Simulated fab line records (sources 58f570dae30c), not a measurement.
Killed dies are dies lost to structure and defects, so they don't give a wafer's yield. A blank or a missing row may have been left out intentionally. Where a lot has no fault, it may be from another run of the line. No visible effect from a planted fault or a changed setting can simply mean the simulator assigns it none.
The tool behind it: which one? | flow berkeley-cmos170 | at 1 step of a route of 331, 7 lots with 21 wafers sampled

WHAT THE GAUGES SHOWED, per wafer
UCB170_NWELL_OVL_MEAS_12.
lot  | measured    | on         | NWELL_OVL (nm)
L583 | day 2 12:06 | overlay-02 | -1 -6 -13
L588 | day 3 22:19 | overlay-02 | -10 -8 -8
L591 | day 4 10:13 | overlay-01 | 10 3 -4
L592 | day 4 20:54 | overlay-02 | -7 -1 -7
L595 | day 5 07:30 | overlay-01 | 3 5 2
L601 | day 6 11:22 | overlay-01 | 3 0 1
L603 | day 6 19:50 | overlay-02 | -8 -6 -1

WHAT TOOL EACH LOT RAN ON (gives the tool, then ch and the chambers of the sampled wafers, and finally the start)
Record: no process step prior to these readings.

THE ANSWER, worked out from the rows above alone
Rule: the lots themselves supply what counts as usual. Put in order of their means at a reading, lots are off if they are a third of the lots or fewer, leave a main group of 4 or more, and stand apart from it by a gap of 3 or more times the standard deviation of the main group's means; of several such gaps the widest counts. The tables above print the reading to a certain number of digits; a main group whose means all agree to those digits is not used. A lot without any number at a reading at which 4 lots or more have one is off too. The other lots that the step has rows for count as sound.
No lot is off at any reading shown: from this, nothing can be told.

WHAT HAD BEEN PUT IN BY THE SIMULATOR
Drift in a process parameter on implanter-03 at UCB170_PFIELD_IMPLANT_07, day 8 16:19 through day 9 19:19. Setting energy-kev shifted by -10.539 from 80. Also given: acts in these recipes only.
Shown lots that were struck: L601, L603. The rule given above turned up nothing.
